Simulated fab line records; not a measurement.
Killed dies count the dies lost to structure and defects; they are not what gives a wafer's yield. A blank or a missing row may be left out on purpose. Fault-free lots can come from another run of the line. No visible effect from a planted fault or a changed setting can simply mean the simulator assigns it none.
Problem report, 8D (eight disciplines) form, completed by code ; flow rit-cmos ; the parts of the form that need people (team, actions taken, sign-off) are left out

## 1. WHAT WENT WRONG
At RIT_ACTIVE_HARDBAKE_12, heater-power-total-W averages 63.98 W over 6 wafers from 2 lots, while fault-free wafers read 62.56 W, standard deviation 0.042. Measured from the usual mean, that is +34 standard deviations.
The step: time 60 s.
Seen first at day 4 09:26 on litho-track-02, wafer L355.2. Wafers with a number at this step in the record: 42, from 14 lots. Rule for "out", or "out of limits": more than 4 standard deviations from the usual mean. Any other wafer with a number is counted as sound.

## 2. WHAT THIS IS AND IS NOT
question;is;is not
which readings at this step;heater-power-total-W, plate-temp-C;-
which lots;L355, L356;L343, L344, L345, L346, L347, L348, L349, L354, L357, L362, L363, L365
which wafers of those lots;all that have a number;-
read on which tools;litho-track-02;litho-track-01, litho-track-04
when;from day 4 09:26;"up to then (24 sound wafers); but 12 sound wafers of L357, L362, L363, L365 came after"

## 3. SUSPECTS, AND WHAT RULES EACH OUT
Counting: a tool stays on the suspect list if, at a process step up to the reading, it processed all lots that are out and no sound lot following the first of them.
- litho-track-02 at RIT_ACTIVE_HARDBAKE_12 (time 60 s): kept. It processed each lot that is out, first L355 at day 4 09:26, and no sound lot thereafter; up to then, the last sound lot it processed was L354 at day 4 02:43. On those wafers its own readings are out: heater-power-total-W, plate-temp-C.
Remaining after the count: litho-track-02 at RIT_ACTIVE_HARDBAKE_12.

## 4. THE CAUSE (what the simulator had put in)
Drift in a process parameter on litho-track-02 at RIT_ACTIVE_HARDBAKE_12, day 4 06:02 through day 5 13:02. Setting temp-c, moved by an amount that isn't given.
Counting left only this tool.

## 5. THE EFFECT CHAIN, in route order
One row per reading whose mean, taken over the struck wafers that have a number, lies over 3 standard deviations from the usual. Only readings for which the record gives a usual standard deviation are gone through. hours: the time from each lot's start at the first step in this table that gives one to its start at this step, as a median over the lots. sigmas: the change in usual standard deviations.
hours;step;reading;usual;on struck wafers;change;sigmas
0;RIT_ACTIVE_HARDBAKE_12;heater-power-total-W;62.56 W;63.98;+1.42;+34
0;RIT_ACTIVE_HARDBAKE_12;plate-temp-C;139.99 C;142.40;+2.41;+16
Process steps it contains:
- RIT_ACTIVE_HARDBAKE_12: time 60 s.

## 6. WHAT WOULD HAVE CAUGHT IT SOONER
3 hours passed between the start of the fault at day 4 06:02 and the first reading out of limits in this record, taken at day 4 09:26.
